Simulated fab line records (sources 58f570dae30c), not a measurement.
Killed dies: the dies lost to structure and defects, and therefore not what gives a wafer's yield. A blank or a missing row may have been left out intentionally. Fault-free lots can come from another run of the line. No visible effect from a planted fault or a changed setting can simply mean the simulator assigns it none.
Which tool was responsible?	flow berkeley cmos170	Sampling: 14 lots, 42 wafers, 4 of 331 route steps

WHAT THE GAUGES SHOWED, per wafer
UCB170_SACOX_THK_MEAS_02.
lot	measured	on	SACOX_OXIDE_THK (nm)
L462	day 5 03:44	film metro-03	14.23 14.27 14.12
L463	day 5 03:44	film metro-02	14.50 14.66 14.55
L465	day 5 03:47	film metro-01	13.93 14.09 14.28
L467	day 5 21:01	film metro-03	14.82 14.84 14.46
L468	day 5 21:04	film metro-02	14.26 14.51 14.56
L470	day 6 08:42	film metro-02	14.63 14.80 14.70
L472	day 6 18:10	film metro-02	14.28 14.28 14.28
L474	day 7 01:36	film metro-02	14.88 14.95 15.05
L475	day 7 01:35	film metro-01	14.38 14.19 14.53
L476	day 7 22:39	film metro-02	14.26 14.26 13.88
L478	day 8 12:23	film metro-03	14.57 14.78 14.38
L480	day 8 12:23	film metro-01	14.64 14.47 14.62
L484	day 9 13:46	film metro-03	14.74 14.55 14.78
L485	day 10 00:13	film metro-01	14.39 14.25 14.12

UCB170_NSD_TW_MEAS_10.
lot	measured	on	NSD_TW
L462	day 6 13:34	film metro-02	4173 4173 4164
L463	day 6 13:13	film metro-03	4217 4224 4225
L465	day 6 14:12	film metro-02	4152 4137 4167
L467	day 7 10:59	film metro-04	4196 4212 4216
L468	day 7 10:15	film metro-04	4209 4189 4202
L470	day 7 19:56	film metro-03	4200 4193 4197
L472	day 8 09:26	film metro-03	4235 4223 4215
L474	day 8 16:59	film metro-03	4243 4209 4219
L475	day 8 17:14	film metro-04	4211 4197 4210
L476	day 9 15:41	film metro-04	4214 4208 4211
L484	day 11 02:49	film metro-02	4145 4122 4149
L485	day 11 12:32	film metro-03	4194 4215 4194

EACH LOT AND THE TOOL THAT RAN IT (in order: tool; ch and the chambers of the sampled wafers; start)
lot	UCB170_ZERO_ETCH_06	UCB170_NLDD_STRIP_10
L462	rie diel-01 ch 0,2,3, day 1 20:43	plasma asher-02 ch 0,1, day 6 05:49
L463	rie diel-01 ch 1,3, day 2 02:39	plasma asher-04 ch 0,1, day 6 04:35
L465	rie diel-01 ch 1,3, day 2 11:13	plasma asher-04 ch 0,1, day 6 06:05
L467	rie diel-01 ch 0,1,2, day 2 17:34	plasma asher-03 ch 0,1, day 7 02:37
L468	rie diel-01 ch 0,2,3, day 3 03:13	plasma asher-04 ch 0,1, day 7 01:56
L470	rie diel-01 ch 0,1,2, day 3 10:52	plasma asher-02 ch 1, day 7 11:17
L472	rie diel-04 ch 1,2, day 3 19:34	plasma asher-04 ch 0,1, day 7 21:48
L474	rie diel-03 ch 2,3, day 4 07:01	plasma asher-02 ch 0,1, day 8 07:22
L475	rie diel-03 ch 0,3, day 4 09:11	plasma asher-04 ch 0,1, day 8 07:40
L476	rie diel-03 ch 1,2,3, day 4 17:09	plasma asher-02 ch 0,1, day 9 04:27
L478	rie diel-04 ch 2,3, day 5 03:53	plasma asher-02 ch 0, day 9 16:27
L480	rie diel-01 ch 0,1,2, day 5 10:56	plasma asher-03 ch 0,1, day 9 16:09
L484	rie diel-01 ch 1,2, day 6 05:55	plasma asher-03 ch 0,1, day 10 17:57
L485	rie diel-03 ch 0,1,2, day 6 14:42	plasma asher-03 ch 0,1, day 11 04:09
- UCB170_ZERO_ETCH_06: etches SiO2 in CHF3/CF4/Ar, time 12 s.
- UCB170_NLDD_STRIP_10: strips in O2.

WHAT THE TOOLS THEMSELVES READ (means of the sampled wafers that have a number; where no wafer has one, the mark that the record gives instead)
UCB170_ZERO_ETCH_06.
lot	tool	drypump motor current A (A)	oes product au (a.u.)	throttle valve pct (%)
L462	rie diel-01	5.8	0.613	9.16
L463	rie diel-01	6.1	0.619	9.18
L465	rie diel-01	5.9	0.614	9.09
L467	rie diel-01	6.0	0.618	9.25
L468	rie diel-01	5.8	0.615	9.16
L470	rie diel-01	6.0	0.624	9.26
L472	rie diel-04	5.1	0.615	9.34
L474	rie diel-03	5.0	0.614	9.15
L475	rie diel-03	5.3	0.617	9.19
L476	rie diel-03	5.2	0.618	9.24
L478	rie diel-04	5.3	0.612	9.38
L480	rie diel-01	6.0	0.625	9.25
L484	rie diel-01	6.1	0.621	9.25
L485	rie diel-03	5.3	0.617	9.25

UCB170_NLDD_STRIP_10.
lot	tool	chamber pressure mTorr (mTorr)	drypump motor current A (A)	oes product au (a.u.)	strip time to endpoint s (s)
L462	plasma asher-02	3501	6.4	0.728	21.58
L463	plasma asher-04	3499	5.5	0.736	21.66
L465	plasma asher-04	3501	5.5	0.734	21.57
L467	plasma asher-03	3499	5.9	0.731	21.55
L468	plasma asher-04	3504	5.5	0.740	21.71
L470	plasma asher-02	3504	6.8	0.729	21.71
L472	plasma asher-04	3500	5.4	0.736	21.64
L474	plasma asher-02	3500	6.0	0.731	21.67
L475	plasma asher-04	3503	5.4	0.737	21.66
L476	plasma asher-02	3501	6.4	0.731	21.80
L478	plasma asher-02	-	-	-	-
L480	plasma asher-03	-	-	-	-
L484	plasma asher-03	3501	5.8	0.733	21.63
L485	plasma asher-03	3496	5.8	0.734	21.69

THE ANSWER, worked out from the rows above alone
Rule: the usual values come from the lots themselves. Put in order of their means at a reading, lots are off if they are a third of the lots or fewer, leave a main group of 4 or more, and stand apart from it by a gap of 3 or more times the standard deviation of the main group's means; of several such gaps the widest counts. A main group is skipped when, at the precision printed for the reading in the tables above, its means are all equal. A lot without any number at a reading at which 4 lots or more have one is off too. The other lots that the step has rows for count as sound. After the gauges, taken in route order, come the tools' own readings; for these a lot's mean is taken, as printed above. The first step at which some lot is off is used, and at that step the reading that is off furthest; a lot without a number counts as furthest.
Off: L478, L480 (UCB170_NLDD_STRIP_10, chamber pressure mTorr). Without a number there: L478, L480. The main group: mean 3501 mTorr, standard deviation 2.2.
A tool fits if, at that step or a process step before it, it ran every lot that is off, and no sound lot after the first of them. None of those tried fits.

WHAT THE SIMULATOR PUT IN
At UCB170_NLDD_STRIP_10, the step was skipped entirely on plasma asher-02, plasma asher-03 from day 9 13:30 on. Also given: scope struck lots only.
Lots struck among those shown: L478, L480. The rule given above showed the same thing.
